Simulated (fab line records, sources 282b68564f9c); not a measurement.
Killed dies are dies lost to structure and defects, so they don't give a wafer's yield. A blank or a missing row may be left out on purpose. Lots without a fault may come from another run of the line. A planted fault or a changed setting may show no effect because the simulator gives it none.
fab line records | flow rit_cmos
record lots=13 wafers=39 last_day=7
route steps=202 shown GATE@84 M1@202
lots that met no fault: from a run of the same line without faults
start_h: hours from the record's first day to the start of the lot's first wafer shown | wait_h: hours since the lot's step before | " the same as in the row above | L1.1+2: a row that stands for several wafers | - no value, or no start given | * or withheld: withheld | < > ~ a bound
route shown NAME@n: a module of which the file shows steps, and the number in the route of the first | usual: mean/standard deviation of fault-free wafers | same: alike in all rows | chamber/n: place in a boat | sites: the reading at each site | _std_site: their standard deviation | _edge_site: outer sites' mean less inner sites' | radius_mm: how far each site lies from the wafer's centre | mask NAME#n: copy n | behind: the tool/chamber that last shaped the wafer | hold: why the lot was held/for how many hours/how that ended | device: the transistor (n, p or np) that didn't switch | end of line: the same wafers' tests at the end of the route | a step without rows: its recipe alone | killed: dies lost to structure and defects at the first sort, not the wafer's yield | map: a wafer's dies, x killed, . not, _ none there
set.NAME: the setting as run; set.NAME@STEP: as run at that earlier step | model.NAME: the simulator's own value behind a step, which no gauge read
steps of the route over a sample of lots; a table a step, a row a wafer
services: from which hour (start_h, from the record's first day; less than 0 if before it) a tool's chamber was out of use, for how many hours, and why
## steps
# step RIT_GATE_CVD_08
# recipe material=poly-Si target_thk_nm=250 temp_c=610 precursor=SiH4 time_s=2220 pressure_mtorr=300 sih4_flow_sccm=100
# columns lot.wafer tool chamber start_h wait_h
L582.1+2+4 lpcvd-01 1 37.32 0.1
L583.1+4+6 lpcvd-01 1 44.64 0.1
L584.2+3+5 lpcvd-01 0 47.75 0.0
L585.1+3+6 lpcvd-01 1 50.45 0.1
L586.2+5+6 lpcvd-01 0 57.74 0.0
L587.1+2+4 lpcvd-01 1 63.13 0.1
L588.4+5+6 lpcvd-02 0 66.11 0.0
L590.2+3+4 lpcvd-02 1 78.01 0.1
L592.1+2+4 lpcvd-01 0 87.46 0.1
L602.1+3+4 lpcvd-02 1 139.38 0.9
L603.3+4+6 lpcvd-02 0 141.00 1.2
L604.4+5+6 lpcvd-02 1 147.46 0.0
L605.1+4+5 lpcvd-01 1 150.77 0.1
# step RIT_GATE_THK_MEAS_09
# recipe reads=poly-Si_of_GATE_CVD_08
# usual GATE_POLY_THK=249.4/2.6
# columns lot.wafer tool chamber start_h wait_h GATE_POLY_THK[nm]
L582.1 film_metro-01 - 38.93 0.0 247.4
L582.2 " - " " 246.1
L582.4 " - " " 246.7
L583.1 film_metro-02 - 46.26 0.0 249.0
L583.4 " - " " 247.7
L583.6 " - " " 246.6
L584.2 film_metro-03 - 49.38 0.0 248.4
L584.3 " - " " 247.7
L584.5 " - " " 248.8
L585.1 film_metro-01 - 52.07 0.0 249.3
L585.3 " - " " 248.5
L585.6 " - " " 247.3
L586.2 film_metro-02 - 59.36 0.0 248.8
L586.5 " - " " 250.1
L586.6 " - " " 251.0
L587.1 film_metro-01 - 64.75 0.0 247.6
L587.2 " - " " 247.1
L587.4 " - " " 247.5
L588.4 film_metro-02 - 67.76 0.0 250.3
L588.5 " - " " 248.2
L588.6 " - " " 248.7
L590.2 film_metro-01 - 79.64 0.0 247.1
L590.3 " - " " 248.0
L590.4 " - " " 248.5
L592.1 film_metro-02 - 89.08 0.0 374.9
L592.2 " - " " 371.9
L592.4 " - " " 372.9
L602.1 film_metro-02 - 141.00 0.0 248.3
L602.3 " - " " 250.5
L602.4 " - " " 249.5
L603.3 film_metro-01 - 142.64 0.0 249.9
L603.4 " - " " 252.4
L603.6 " - " " 250.9
L604.4 film_metro-02 - 149.11 0.0 247.8
L604.5 " - " " 248.1
L604.6 " - " " 250.7
L605.1 film_metro-02 - 152.39 0.0 251.9
L605.4 " - " " 252.3
L605.5 " - " " 250.8
# step RIT_GATE_ETCH_19
# recipe chemistry=SF6/CHF3/O2 time_s=165 SF6_flow_sccm=30 CHF3_flow_sccm=30 O2_flow_sccm=5 target=poly-Si pressure_mtorr=40 rf_w=160 target_depth_a=3125 over_etch_frac=0.25 stop_on=SiO2
# usual SF6_flow_sccm=30.02/0.091 drypump_motor_current_A=5.6/0.4 oes_product_au=0.859/0.014 throttle_valve_pct=10.25/0.11
# same over_etch_frac=0.25
# columns lot.wafer tool chamber start_h wait_h SF6_flow_sccm drypump_motor_current_A oes_product_au rf_hours_counter_h throttle_valve_pct
L582.1 rie_si-01 3 40.23 0.1 30.03 5.8 0.876 132 10.41
L582.2 " 1 " " 30.02 5.5 0.845 159 10.11
L582.4 " 2 " " 30.11 5.8 0.843 1 10.36
L583.1 rie_si-02 2 47.71 0.1 30.04 5.3 0.873 89 10.31
L583.4 " 1 " " 29.96 5.3 0.865 42 10.23
L583.6 " 3 " " 29.92 5.0 0.873 - 10.19
L584.2 rie_si-01 3 50.58 0.1 30.01 5.8 0.873 132 10.40
L584.3 " 1 " " 29.97 5.5 0.851 159 10.10
L584.5 " 1 " " 29.82 5.5 0.852 - 10.09
L585.1 rie_si-02 2 53.57 0.1 30.03 5.3 0.875 89 10.29
L585.3 " 0 " " 30.09 6.2 0.866 99 10.05
L585.6 " 1 " " 29.97 5.3 0.854 - 10.26
L586.2 rie_si-01 2 60.70 0.1 29.92 5.9 0.839 1 10.36
L586.5 " 0 " " 30.04 6.1 0.843 - 10.29
L586.6 " 3 " " 30.07 5.8 0.874 - 10.40
L587.1 rie_si-02 2 66.10 0.1 30.00 5.3 0.873 89 10.31
L587.2 " 0 " " 29.98 6.2 0.856 99 10.04
L587.4 " 3 " " 29.94 5.0 0.870 1 10.18
L588.4 rie_si-01 2 69.12 0.1 29.97 5.8 0.849 - 10.35
L588.5 " 0 " " 30.11 6.1 0.838 - 10.29
L588.6 " 3 " " 29.90 5.8 0.875 - 10.40
L590.2 rie_si-01 3 81.01 0.1 30.02 5.8 0.863 132 10.41
L590.3 " 2 " " 29.91 5.8 0.837 1 10.35
L590.4 " 3 " " 30.10 5.9 0.869 - 10.42
L592.1 rie_si-01 0 90.42 0.1 30.00 6.1 0.976 82 10.29
L592.2 " 3 " " 29.91 5.8 0.987 132 10.40
L592.4 " 3 " " 29.93 5.8 0.989 - 10.41
L602.1 rie_si-01 1 142.22 0.1 29.81 5.5 0.839 0 10.12
L602.3 " 0 " " 30.10 6.1 0.842 83 10.29
L602.4 " 2 " " 30.01 5.8 0.836 2 10.36
L603.3 rie_si-02 3 143.83 0.1 30.03 5.0 0.877 2 10.18
L603.4 " 0 " " 30.14 6.2 0.872 100 10.03
L603.6 " 2 " " 29.98 5.3 0.877 - 10.33
L604.4 rie_si-01 3 150.30 0.1 29.91 5.9 0.859 133 10.40
L604.5 " 0 " " 30.12 6.1 0.845 - 10.30
L604.6 " 3 " " 29.89 5.9 0.859 - 10.42
L605.1 rie_si-02 1 153.77 0.1 29.96 5.3 0.874 43 10.24
L605.4 " 2 " " 30.09 5.3 0.880 90 10.28
L605.5 " 3 " " 30.02 5.0 0.879 - 10.20
# step RIT_M1_PROBE_99
# usual killed_at_contacts=0.1/0.24 killed_at_front_end=7/3.2 killed_dies=7/3.2 killed_on_rim=1.9/1.4 killed_open=3.6/2.1 killed_short=3.5/2
# same gross_dies=264 killed_at_M0_to_M3=0 killed_at_M4_up=0 killed_at_back_side=0 killed_at_other=0
# columns lot.wafer tool chamber start_h wait_h killed_at_contacts killed_at_front_end killed_dies killed_on_rim killed_open killed_short
L592.1 prober-02 - 111.28 0.1 0 264 264 70 3 0
L592.2 prober-02 - 111.33 0.1 0 264 264 70 6 8
L592.4 prober-02 - 111.43 0.2 0 264 264 70 3 2
# killed by level:class
L592.1 GATE:area_etch=261 SILICIDE:geometric_particle:open=2 GATE:geometric_particle:open=1
L592.2 GATE:area_etch=250 GATE:geometric_particle:short=5 GATE:geometric_particle:open=3 SILICIDE:geometric_particle:open=2 FOX2:geometric_particle:short=1 FOX2:geometric_particle:open=1 REOX:geometric_particle:short=1 SILICIDE:geometric_particle:short=1
L592.4 GATE:area_etch=259 SILICIDE:geometric_particle:open=3 FOX2:geometric_particle:short=1 REOX:geometric_particle:short=1
## services
# columns tool chamber start_h hours kind
rie_si-02 0 16.03 3.3 repair
rie_si-02 3 63.02 0.9 repair
rie_si-01 1 68.24 - clean
rie_si-01 1 68.24 23.4 scheduled_down
rie_si-01 1 68.24 23.4 vent_cycle
lpcvd-01 - 91.45 0.5 repair
rie_si-02 0 92.27 17.3 repair
rie_si-02 3 100.43 4.9 repair
rie_si-01 2 122.60 3.7 repair
## key
first_sign step=RIT_GATE_THK_MEAS_09 reading=GATE_POLY_THK direction=up sigmas=47 usual=249.4 struck=373.3
effect step=RIT_GATE_ETCH_19 reading=oes_product_au direction=up sigmas=9.1 usual=0.859 struck=0.984
effect step=RIT_M1_PROBE_99 reading=killed_at_front_end direction=up sigmas=80 usual=7 struck=264
more_kills_born_at RIT_GATE_ETCH_19@rie_si-01=770
met_at RIT_GATE_CVD_08
struck_lots L592
struck_wafers L592.1,L592.2,L592.4
later_rows_left_out L592.1,L592.2,L592.4
tester_left_out L592
onset_between 57.74 87.46
fault kind=process_parameter_drift tool=lpcvd-01 chamber=0 onset_h=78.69 steps=RIT_GATE_CVD_08 channel=time_s offset=* shape=step end_h=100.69 acts_in=* stated=*
# tester_left_out: of these lots the tester's yield and bins aren't shown, on N5 and GAA mostly nor the transistor test; their killed dies are dies lost to structure and defects alone, not to doping, threshold or leakage, so they don't give the yield
# later_rows_left_out: the simulator's readings of these wafers behind a module that went badly wrong aren't trusted and aren't shown, but for the sort
